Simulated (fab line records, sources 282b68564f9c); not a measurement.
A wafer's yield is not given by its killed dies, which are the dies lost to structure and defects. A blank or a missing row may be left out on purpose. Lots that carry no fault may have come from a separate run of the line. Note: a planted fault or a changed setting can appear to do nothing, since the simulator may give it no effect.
Which tool did it? + flow ritCmos + 14 lots, 42 wafers sampled, at 4 steps of a route of 202

== WHAT EACH GAUGE READ, for each wafer ==
RIT_FOX2_THK_MEAS_01.
| lot  | measured    | on           | FOX2_OXIDE_THK (nm) |
|------|-------------|--------------|---------------------|
| L721 | day 1 21:08 | filmMetro-03 | 352 350 350         |
| L723 | day 2 06:00 | filmMetro-01 | 350 351 355         |
| L725 | day 2 15:48 | filmMetro-04 | 355 355 363         |
| L727 | day 3 03:47 | filmMetro-04 | 346 352 347         |
| L728 | day 3 07:50 | filmMetro-01 | 351 349 352         |
| L729 | day 3 11:41 | filmMetro-01 | 348 348 357         |
| L730 | day 3 20:45 | filmMetro-01 | 364 361 361         |
| L731 | day 3 23:21 | filmMetro-04 | 355 355 362         |
| L732 | day 4 02:10 | filmMetro-01 | 342 344 343         |
| L733 | day 4 08:22 | filmMetro-01 | 350 347 347         |
| L734 | day 4 13:07 | filmMetro-04 | 345 341 344         |
| L735 | day 4 16:37 | filmMetro-01 | 345 347 352         |
| L738 | day 5 09:07 | filmMetro-01 | 517 514 510         |
| L739 | day 5 21:10 | filmMetro-04 | 497 498 502         |

RIT_FOX2_THK_MEAS_90.
| lot  | measured    | on           | FIELD_OXIDE_LEFT_1_THK (nm) |
|------|-------------|--------------|-----------------------------|
| L721 | day 1 22:01 | filmMetro-03 | 324 321 322                 |
| L723 | day 2 06:52 | filmMetro-01 | 322 324 327                 |
| L725 | day 2 16:41 | filmMetro-01 | 327 327 335                 |
| L727 | day 3 04:40 | filmMetro-01 | 318 325 319                 |
| L728 | day 3 08:43 | filmMetro-01 | 323 322 323                 |
| L729 | day 3 12:34 | filmMetro-04 | 321 320 329                 |
| L730 | day 3 21:42 | filmMetro-01 | 336 333 333                 |
| L731 | day 4 00:19 | filmMetro-04 | 328 328 334                 |
| L732 | day 4 03:07 | filmMetro-04 | 315 316 315                 |
| L733 | day 4 09:15 | filmMetro-01 | 321 318 318                 |
| L734 | day 4 14:00 | filmMetro-03 | 317 313 315                 |
| L735 | day 4 17:30 | filmMetro-03 | 317 319 324                 |
| L738 | day 5 09:59 | filmMetro-04 | 489 487 482                 |
| L739 | day 5 22:03 | filmMetro-01 | 470 471 474                 |

RIT_FOX2_THK_MEAS_91.
| lot  | measured    | on           | FIELD_OXIDE_LEFT_2_THK (nm) |
|------|-------------|--------------|-----------------------------|
| L721 | day 2 11:25 | filmMetro-03 | 256 254 255                 |
| L723 | day 2 19:08 | filmMetro-01 | 254 256 259                 |
| L725 | day 3 06:51 | filmMetro-01 | 258 258 267                 |
| L727 | day 3 17:14 | filmMetro-01 | 251 258 253                 |
| L728 | day 3 20:52 | filmMetro-04 | 255 254 256                 |
| L729 | day 4 02:06 | filmMetro-04 | 253 252 260                 |
| L730 | day 4 10:12 | filmMetro-01 | 268 265 266                 |
| L731 | day 4 15:41 | filmMetro-01 | 260 260 266                 |
| L732 | day 4 15:50 | filmMetro-03 | 247 248 247                 |
| L733 | day 4 21:49 | filmMetro-01 | 252 249 249                 |
| L734 | day 5 02:45 | filmMetro-01 | 250 245 247                 |
| L735 | day 5 06:08 | filmMetro-01 | 248 251 255                 |
| L738 | day 6 03:52 | filmMetro-04 | 421 418 414                 |
| L739 | day 6 11:08 | filmMetro-04 | 402 403 406                 |

== WHAT TOOL EACH LOT RAN ON (gives the tool, then ch and the chambers of the sampled wafers, and finally the start) ==
| lot  | RIT_FOX2_OXIDATION_00        |
|------|------------------------------|
| L721 | furnace-01 ch 0, day 1 19:49 |
| L723 | furnace-04 ch 0, day 2 04:40 |
| L725 | furnace-01 ch 0, day 2 14:29 |
| L727 | furnace-04 ch 0, day 3 02:28 |
| L728 | furnace-03 ch 0, day 3 06:31 |
| L729 | furnace-04 ch 0, day 3 10:22 |
| L730 | furnace-03 ch 0, day 3 19:26 |
| L731 | furnace-04 ch 0, day 3 22:02 |
| L732 | furnace-01 ch 0, day 4 00:51 |
| L733 | furnace-03 ch 0, day 4 07:03 |
| L734 | furnace-03 ch 0, day 4 11:48 |
| L735 | furnace-03 ch 0, day 4 15:18 |
| L738 | furnace-03 ch 0, day 5 07:46 |
| L739 | furnace-03 ch 0, day 5 19:52 |
- RIT_FOX2_OXIDATION_00: target thk 350.7 nm, ox time 1130 s.

== AS READ BY THE TOOLS THEMSELVES (means over the sampled wafers that have a number; for cases with no such wafer, the mark the record gives instead) ==
RIT_FOX2_OXIDATION_00.
| lot  | tool       | spikeTcCentreC (C) | zonePowerCentrePct (%) |
|------|------------|--------------------|------------------------|
| L721 | furnace-01 | 1103.6             | 57                     |
| L723 | furnace-04 | 1099.9             | 49                     |
| L725 | furnace-01 | 1101.9             | 57                     |
| L727 | furnace-04 | 1099.5             | 49                     |
| L728 | furnace-03 | 1103.4             | 60                     |
| L729 | furnace-04 | 1100.3             | 49                     |
| L730 | furnace-03 | 1104.7             | 61                     |
| L731 | furnace-04 | 1100.0             | 49                     |
| L732 | furnace-01 | 1103.4             | 57                     |
| L733 | furnace-03 | 1102.8             | 61                     |
| L734 | furnace-03 | 1103.5             | 61                     |
| L735 | furnace-03 | 1103.6             | 61                     |
| L738 | furnace-03 | 1103.8             | 61                     |
| L739 | furnace-03 | 1103.7             | 60                     |

== THE ANSWER, worked out from the rows above alone ==
Rule: what is usual is taken from the lots themselves. The widest of any qualifying gaps counts: lots, ordered by their means at a reading, are off when they make up no more than a third of the lots, leave a main group of 4 or more, and stand apart from it by 3 or more times the standard deviation of that group's means. Not used: any main group whose means are identical at the precision the tables above print for the reading. Also off: a lot with no number at a reading for which 4 or more lots have one. The other lots that the step has rows for count as sound. The gauges are gone through in route order, then the tools' own readings, and for those a lot's mean is taken as printed above. At the first step where some lot is off, the reading lying furthest off is the one used; lots without a number count as furthest.
Off: L738, L739, at RIT_FOX2_THK_MEAS_01 (FOX2_OXIDE_THK). The main group has a mean of 351 nm with a standard deviation of 5.4.
A tool fits if, at a process step before that reading, it ran every lot that is off, and no sound lot after the first of them. Gauges at RIT_FOX2_THK_MEAS_01: tried the same way as those tools. One candidate fits, namely furnace-03 at RIT_FOX2_OXIDATION_00. A fault onset in the window from L735 (day 4 15:18, its last sound lot) to L738 (day 5 07:46, its first lot off) fits.

== WHAT WAS PUT IN BY THE SIMULATOR ==
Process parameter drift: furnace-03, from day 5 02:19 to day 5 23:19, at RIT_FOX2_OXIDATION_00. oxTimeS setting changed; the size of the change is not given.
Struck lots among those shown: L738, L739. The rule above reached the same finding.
